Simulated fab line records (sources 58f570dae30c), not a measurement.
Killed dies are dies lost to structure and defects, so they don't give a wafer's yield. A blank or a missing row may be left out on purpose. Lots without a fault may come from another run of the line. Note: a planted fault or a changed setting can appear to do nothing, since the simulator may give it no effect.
Which tool was responsible?    flow berkeley cmos170    20 wafers from 7 lots sampled at 2 of the route's 331 steps

== WHAT EACH GAUGE READ, for each wafer ==
UCB170_M3_RS_MEAS_02: a four-point-probe measurement.
lot   measured      on             M3_AL_RS (ohm/sq)
L626  day 9 16:28   film metro-02  0.0321 0.0327 0.0323
L628  day 10 05:14  film metro-04  0.0318 0.0319 0.0318
L631  day 10 09:18  film metro-03  0.0321 0.0321 0.0320
L632  day 10 16:58  film metro-03  0.0327 0.0326 0.0329
L638  day 12 10:06  film metro-03  0.0328 0.0319 0.0328
L640  day 12 19:51  film metro-03  0.0726 0.0735
L646  day 14 07:41  film metro-02  0.0319 0.0318 0.0320

== WHAT TOOL EACH LOT RAN ON (gives the tool, then ch and the chambers of the sampled wafers, and finally the start) ==
lot   UCB170_M3_SPUTTER_01
L626  pvd sputter-04, day 9 16:22
L628  pvd sputter-02, day 10 05:09
L631  pvd sputter-02, day 10 09:13
L632  pvd sputter-04, day 10 16:51
L638  pvd sputter-01, day 12 09:59
L640  pvd sputter-04, day 12 19:44
L646  pvd sputter-02, day 14 07:37
- UCB170_M3_SPUTTER_01: material Al, target thk 900 nm, time 120 s.

== THE ANSWER, worked out from the rows above alone ==
Rule: the usual values come from the lots themselves. The widest of any qualifying gaps counts: lots, ordered by their means at a reading, are off when they make up no more than a third of the lots, leave a main group of 4 or more, and stand apart from it by 3 or more times the standard deviation of that group's means. If all means in a main group match to the digits the tables above print for the reading, that group is not used. Also off: a lot with no number at a reading for which 4 or more lots have one. All remaining lots with rows at the step are treated as sound.
Off: L640, seen at UCB170_M3_RS_MEAS_02 (M3_AL_RS). The main group has a mean of 0.0322 ohm/sq with a standard deviation of 0.00033.
A tool fits if, at a process step before that reading, it ran every lot that is off, and no sound lot after the first of them. Those tools and the gauges at UCB170_M3_RS_MEAS_02 are tried in the same way. Can't be told from this: 2 tools fit, pvd sputter-04 at UCB170_M3_SPUTTER_01, film metro-03 at UCB170_M3_RS_MEAS_02.

== WHAT THE SIMULATOR PUT IN ==
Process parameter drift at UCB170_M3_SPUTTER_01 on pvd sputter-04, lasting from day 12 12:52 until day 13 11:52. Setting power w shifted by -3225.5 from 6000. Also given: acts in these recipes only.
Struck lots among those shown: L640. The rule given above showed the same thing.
